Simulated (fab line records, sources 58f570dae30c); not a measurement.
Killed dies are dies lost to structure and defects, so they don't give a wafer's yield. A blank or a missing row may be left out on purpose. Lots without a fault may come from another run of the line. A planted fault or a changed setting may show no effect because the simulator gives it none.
Problem report in the 8D (eight disciplines) form, filled by code | flow berkeley_cmos170 | the parts of the form that need people (team, actions taken, sign-off) are left out

1. THE PROBLEM
tube_center_temp_C at UCB170_GATE_OXIDATION_01 reads a mean of 844.97 C on 9 wafers of 3 lots; wafers without a fault read 849.98 C with a standard deviation of 0.072. That is -70 standard deviations from the usual mean.
The step: target thk 6.6 nm, ox time 1800 s.
First seen on wafer L990.3, day 10 02:56, on furnace-03. The record holds 45 wafers of 15 lots with a number at this step. Rule for "out", or "out of limits": more than 4 standard deviations from the usual mean. The other wafers with a number count as sound.

2. WHAT IT IS AND WHAT IT IS NOT
question                    | is                                         | is not
which readings at this step | tube_center_temp_C, tube_center_temp_C_max | spike_tc_source_C
which lots                  | L990, L991, L992                           | L974, L975, L976, L977, L978, L979, L981, L982, L983, L984, L987, L994
which wafers of those lots  | all that have a number                     | -
read on which tools         | furnace-03                                 | furnace-01, furnace-04
when                        | from day 10 02:56                          | up to then (33 sound wafers); but 3 sound wafers of L994 came after

3. SUSPECTS, AND WHAT RULES EACH OUT
Counting: a tool at a process step up to the reading stays a suspect if it ran every lot that is out and no sound lot after the first of them.
- furnace-03 at UCB170_GATE_OXIDATION_01 (target thk 6.6 nm, ox time 1800 s): kept. It ran every lot that is out, first L990 (day 10 02:56), and no sound lot after that; its last sound lot up to then is L981 (day 8 08:13). Its own readings are out on those wafers: tube_center_temp_C, tube_center_temp_C_max.
Left after counting: furnace-03 at UCB170_GATE_OXIDATION_01.

4. THE CAUSE (what the simulator had put in)
Process parameter drift: furnace-03, from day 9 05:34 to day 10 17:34, at UCB170_GATE_OXIDATION_01. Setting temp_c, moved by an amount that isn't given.
Counting left only this tool.

5. THE CHAIN OF EFFECTS, in route order
Each row: a reading whose mean over the struck wafers that have a number lies more than 3 standard deviations from the usual. Only readings for which the record gives a usual standard deviation are gone through. hours: the time from each lot's start at the first step in this table that gives one to its start at this step, as a median over the lots. sigmas: the change in usual standard deviations.
hours | step                     | reading                | usual    | on struck wafers | change | sigmas
0     | UCB170_GATE_OXIDATION_01 | spike_tc_centre_C      | 851.9 C  | 845.5            | -6.4   | -3.6
0     | UCB170_GATE_OXIDATION_01 | spike_tc_load_C        | 870.4 C  | 862.5            | -7.9   | -3.4
0     | UCB170_GATE_OXIDATION_01 | tube_center_temp_C     | 849.98 C | 844.97           | -5.01  | -70
0     | UCB170_GATE_OXIDATION_01 | tube_center_temp_C_max | 852.2    | 847.3            | -4.9   | -14
2     | UCB170_GATE_THK_MEAS_02  | GATE_OXIDE_THK         | 6.58 nm  | 6.10             | -0.48  | -3.2
The process steps in it:
- UCB170_GATE_OXIDATION_01: target thk 6.6 nm, ox time 1800 s.
Later measuring or inspecting steps at which every struck wafer that the step has a row for has a number for every such reading, and none has moved that far: UCB170_V1_CD_MEAS_12.

6. WHAT WOULD HAVE CAUGHT IT SOONER
In this record the first reading out of limits was taken at day 10 02:56, 21 hours after the fault began at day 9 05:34.
